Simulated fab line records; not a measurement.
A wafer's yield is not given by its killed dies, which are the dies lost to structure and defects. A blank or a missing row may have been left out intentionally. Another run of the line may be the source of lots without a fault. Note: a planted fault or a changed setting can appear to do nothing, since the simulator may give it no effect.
Which of the tools did it? | flow berkeley_cmos170 | 14 lots, 42 wafers sampled, at 4 steps of a route of 331

## WHAT THE GAUGES SHOWED, per wafer
UCB170_M3_OVL_MEAS_16. Usual: M3_OVL -1 nm, standard deviation 6.1.
lot  | measured     | on         | M3_OVL (nm) | flag
L702 | day 8 22:22  | overlay-01 | 7 4 1       |
L706 | day 9 15:10  | overlay-02 | -17 -11 -15 |
L707 | day 9 13:50  | overlay-02 | 5 4 7       |
L708 | day 10 14:27 | overlay-02 | 6 8 -3      |
L714 | day 11 19:35 | overlay-02 | 7 1 -1      |
L715 | day 11 19:50 | overlay-01 | 7 11 3      |
L712 | day 11 20:59 | overlay-01 | -12 -3 0    |
L717 | day 12 06:54 | overlay-01 | -3 -4 -1    |
L718 | day 12 13:12 | overlay-02 | -9 -13 -12  |
L719 | day 12 21:45 | overlay-02 | -12 6 5     |
L722 | day 13 12:19 | overlay-01 | 8 5 -1      |
L721 | day 13 04:59 | overlay-01 | -13 -1 -5   |
L723 | day 13 17:03 | overlay-01 | 7 6 6       |
L724 | day 14 04:24 | overlay-01 | -7 -4 -6    |

UCB170_M3_BOW_MEAS_20. Usual: M3_BOW 34 um, standard deviation 7.2.
lot  | measured     | on            | M3_BOW (um) | flag
L702 | day 8 22:55  | film_metro-03 | 38 39 38    |
L706 | day 9 15:41  | film_metro-03 | 43 31 43    |
L707 | day 9 14:20  | film_metro-01 | 30 33 39    |
L708 | day 10 14:56 | film_metro-01 | 39 22 30    |
L714 | day 11 20:05 | film_metro-03 | 38 33 41    |
L715 | day 11 20:19 | film_metro-01 | 41 26 39    |
L712 | day 11 21:31 | film_metro-02 | 24 19 32    |
L717 | day 12 07:23 | film_metro-02 | 23 29 29    |
L718 | day 12 13:46 | film_metro-01 | 39 25 33    |
L719 | day 12 22:15 | film_metro-02 | 35 36 31    |
L722 | day 13 12:48 | film_metro-02 | 45 50 41    |
L721 | day 13 05:29 | film_metro-03 | 36 30 38    |
L723 | day 13 17:43 | film_metro-01 | 35 38 37    |
L724 | day 14 04:53 | film_metro-03 | 36 24 32    |

## EACH LOT AND THE TOOL THAT RAN IT (in order: tool; ch and the chambers of the sampled wafers; start)
lot  | UCB170_SDANNEAL_RTA_01           | UCB170_M3_ETCH_17
L702 | rtp_anneal-01 ch 0, day 7 21:12  | rie_diel-04 ch 1,2, day 8 22:24
L706 | rtp_anneal-01 ch 0, day 8 19:38  | rie_diel-04 ch 0,3, day 9 15:11
L707 | rtp_anneal-02 ch 0, day 8 19:48  | rie_diel-01 ch 0,1,2, day 9 13:52
L708 | rtp_anneal-01 ch 0, day 9 13:54  | rie_diel-04 ch 0,1,2, day 10 14:29
L714 | rtp_anneal-02 ch 0, day 10 18:02 | rie_diel-03 ch 0,1,2, day 11 19:37
L715 | rtp_anneal-01 ch 0, day 10 18:22 | rie_diel-04 ch 0,1,3, day 11 19:52
L712 | rtp_anneal-01 ch 0, day 10 18:37 | rie_diel-01 ch 0,2,3, day 11 21:01
L717 | rtp_anneal-01 ch 0, day 11 04:52 | rie_diel-04 ch 1,2,3, day 12 06:56
L718 | rtp_anneal-02 ch 0, day 11 16:11 | rie_diel-04 ch 1,3, day 12 13:14
L719 | rtp_anneal-01 ch 0, day 11 16:58 | rie_diel-04 ch 1,2, day 12 21:47
L722 | rtp_anneal-01 ch 0, day 12 06:39 | rie_diel-03 ch 0,2, day 13 12:21
L721 | rtp_anneal-02 ch 0, day 12 06:58 | rie_diel-03 ch 0,3, day 13 05:01
L723 | rtp_anneal-01 ch 0, day 12 17:18 | rie_diel-03 ch 2,3, day 13 17:05
L724 | rtp_anneal-02 ch 0, day 13 02:31 | rie_diel-01 ch 0,2,3, day 14 04:26
- UCB170_SDANNEAL_RTA_01: time 5 s.
- UCB170_M3_ETCH_17: etches BARC in N2/H2.

## WHAT THE TOOLS THEMSELVES READ (means of the sampled wafers that have a number; where no wafer has one, the mark that the record gives instead)
UCB170_SDANNEAL_RTA_01. Usual: lamp_power_pct 36.80 %, standard deviation 0.035; wafer_temp_C_max 1055.4, standard deviation 1.9.
lot  | tool          | lamp_power_pct (%) | wafer_temp_C_max | flag
L702 | rtp_anneal-01 | 36.81              | 1054.1           |
L706 | rtp_anneal-01 | 36.79              | 1054.3           |
L707 | rtp_anneal-02 | 36.83              | 1055.5           |
L708 | rtp_anneal-01 | 36.79              | 1053.5           |
L714 | rtp_anneal-02 | 36.84              | 1057.6           |
L715 | rtp_anneal-01 | 36.81              | 1054.5           |
L712 | rtp_anneal-01 | 36.77              | 1053.3           |
L717 | rtp_anneal-01 | 36.78              | 1054.3           |
L718 | rtp_anneal-02 | 36.82              | 1056.7           |
L719 | rtp_anneal-01 | 36.80              | 1052.9           |
L722 | rtp_anneal-01 | 36.80              | 1053.7           |
L721 | rtp_anneal-02 | 36.82              | 1057.4           |
L723 | rtp_anneal-01 | 36.78              | 1054.0           |
L724 | rtp_anneal-02 | 36.82              | 1057.2           |

UCB170_M3_ETCH_17. Usual: bias_w 100.02 W, standard deviation 0.3; drypump_motor_current_A 5.7 A, standard deviation 0.32; oes_product_au 1.01 a.u., standard deviation 0.03; throttle_valve_pct 13.32 %, standard deviation 0.23.
lot  | tool        | bias_w (W) | drypump_motor_current_A (A) | oes_product_au (a.u.) | throttle_valve_pct (%) | flag
L702 | rie_diel-04 | 99.92      | 5.6                         | 1.02                  | 13.42                  |
L706 | rie_diel-04 | 100.26     | 5.8                         | 0.97                  | 13.71                  |
L707 | rie_diel-01 | 99.90      | 6.2                         | 0.99                  | 13.28                  |
L708 | rie_diel-04 | 100.26     | 5.7                         | 1.00                  | 13.43                  |
L714 | rie_diel-03 | 100.00     | 5.4                         | 1.01                  | 13.20                  |
L715 | rie_diel-04 | 100.14     | 5.7                         | 0.98                  | 13.64                  |
L712 | rie_diel-01 | 100.03     | 6.0                         | 0.98                  | 13.39                  |
L717 | rie_diel-04 | 100.16     | 5.7                         | 1.01                  | 13.48                  |
L718 | rie_diel-04 | 108.17     | 5.7                         | 1.01                  | 13.69                  | OFF
L719 | rie_diel-04 | 108.37     | 5.6                         | 1.03                  | 13.42                  | OFF
L722 | rie_diel-03 | 100.40     | 5.4                         | 1.00                  | 13.16                  |
L721 | rie_diel-03 | 99.98      | 5.4                         | 1.02                  | 13.16                  |
L723 | rie_diel-03 | 99.91      | 5.6                         | 1.03                  | 13.07                  |
L724 | rie_diel-01 | 99.98      | 6.0                         | 0.98                  | 13.38                  |

## THE ANSWER, worked out from the rows above alone
Rule: take the mean of a lot's wafers that have a number; if it is more than 3 standard deviations from the usual mean, the lot is off. Also off: a lot with no number at a reading for which 4 or more lots have one. Any other lot the step has rows for is counted as sound. Order of review: gauges by route order, followed by the tools' own readings, for which a lot's mean as printed above is used. The first step at which some lot is off is used, and at that step the reading that is off furthest; a lot without a number counts as furthest.
Off: L718, L719 (UCB170_M3_ETCH_17, bias_w).
If a tool, at that step or one of the process steps before it, ran each lot that is off and ran no sound lot following the first of them, it fits. One fits: UCB170_M3_ETCH_17 on rie_diel-04. A fault onset in the window from L717 (day 12 06:56, its last sound lot) to L718 (day 12 13:14, its first lot off) fits.
On the lots that are off, the tool's own readings at UCB170_M3_ETCH_17 differ by more than 5 times the standard deviation of the sound lots' means, which bears it out; bias_w reads 108.27 W there versus 100.08 W on the sound lots.

## WHAT THE SIMULATOR PUT IN
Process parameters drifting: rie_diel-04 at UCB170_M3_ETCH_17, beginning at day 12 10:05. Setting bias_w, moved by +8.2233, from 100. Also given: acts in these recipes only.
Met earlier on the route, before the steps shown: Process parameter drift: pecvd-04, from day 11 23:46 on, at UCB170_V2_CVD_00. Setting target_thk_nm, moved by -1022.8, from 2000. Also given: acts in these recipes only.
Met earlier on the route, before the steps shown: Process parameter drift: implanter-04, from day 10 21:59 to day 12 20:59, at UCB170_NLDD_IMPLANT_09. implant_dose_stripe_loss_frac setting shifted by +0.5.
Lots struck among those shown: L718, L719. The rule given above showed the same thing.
